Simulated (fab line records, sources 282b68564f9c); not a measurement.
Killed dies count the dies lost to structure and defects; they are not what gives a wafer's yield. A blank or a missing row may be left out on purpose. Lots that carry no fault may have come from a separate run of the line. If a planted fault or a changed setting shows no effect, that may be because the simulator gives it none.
What tool caused it? | flow ritCmos | 7 lots, 21 wafers sampled, at 3 steps of a route of 202

== WHAT EACH GAUGE READ, for each wafer ==
RIT_CONTACT_CD_MEAS_90: target cd 1000 nm.
lot  | measured    | on       | cdNm (nm)
L326 | day 4 05:06 | cdSem-01 | 1000.0 998.6 998.6
L331 | day 5 01:35 | cdSem-02 | 1001.5 1002.0 1005.6
L333 | day 5 14:55 | cdSem-02 | - - -
L339 | day 6 14:48 | cdSem-02 | 1000.2 1001.4 1001.8
L341 | day 7 09:11 | cdSem-02 | 998.6 1000.6 999.8
L343 | day 7 15:31 | cdSem-02 | 1001.7 999.6 1000.3
L345 | day 7 23:48 | cdSem-02 | 999.6 1000.7 997.9

== WHICH TOOL RAN EACH LOT (tool, then ch and the chambers of the sampled wafers, then the start) ==
lot  | RIT_CONTACT_ETCH_11              | RIT_CONTACT_STRIP_12
L326 | rieDiel-04 ch 0,3, day 4 04:43   | plasmaAsher-02 ch 1, day 4 04:55
L331 | rieDiel-02 ch 2,3, day 5 01:12   | plasmaAsher-03 ch 0,1, day 5 01:23
L333 | rieDiel-01 ch 0,1,2, day 5 14:29 | plasmaAsher-01 ch 0,1, day 5 14:46
L339 | rieDiel-01 ch 0,1,2, day 6 14:26 | plasmaAsher-02 ch 0,1, day 6 14:38
L341 | rieDiel-02 ch 0,1, day 7 08:47   | plasmaAsher-02 ch 0,1, day 7 08:59
L343 | rieDiel-02 ch 0,1,2, day 7 15:09 | plasmaAsher-03 ch 0,1, day 7 15:20
L345 | rieDiel-04 ch 0,1,3, day 7 23:25 | plasmaAsher-01 ch 0,1, day 7 23:36
- RIT_CONTACT_ETCH_11: etches SiO2 in CHF3/CF4/Ar, stops on TiSi2, target depth 480 nm, time 320 s.
- RIT_CONTACT_STRIP_12: strips in O2, time 180 s.

== THE ANSWER, worked out from the rows above alone ==
Rule: the lots themselves supply what counts as usual. Put in order of their means at a reading, lots are off if they are a third of the lots or fewer, leave a main group of 4 or more, and stand apart from it by a gap of 3 or more times the standard deviation of the main group's means; of several such gaps the widest counts. The tables above print the reading to a certain number of digits; a main group whose means all agree to those digits is not used. A lot without any number at a reading at which 4 lots or more have one is off too. The other lots that the step has rows for count as sound.
Off: L333, at RIT_CONTACT_CD_MEAS_90 (cdNm). Without a number there: L333. The main group has a mean of 1000.5 nm with a standard deviation of 1.3.
A tool fits if, at a process step before that reading, it ran every lot that is off, and no sound lot after the first of them. Gauges at RIT_CONTACT_CD_MEAS_90: tried the same way as those tools. None of those tried fits.

== WHAT THE SIMULATOR HAD INSERTED ==
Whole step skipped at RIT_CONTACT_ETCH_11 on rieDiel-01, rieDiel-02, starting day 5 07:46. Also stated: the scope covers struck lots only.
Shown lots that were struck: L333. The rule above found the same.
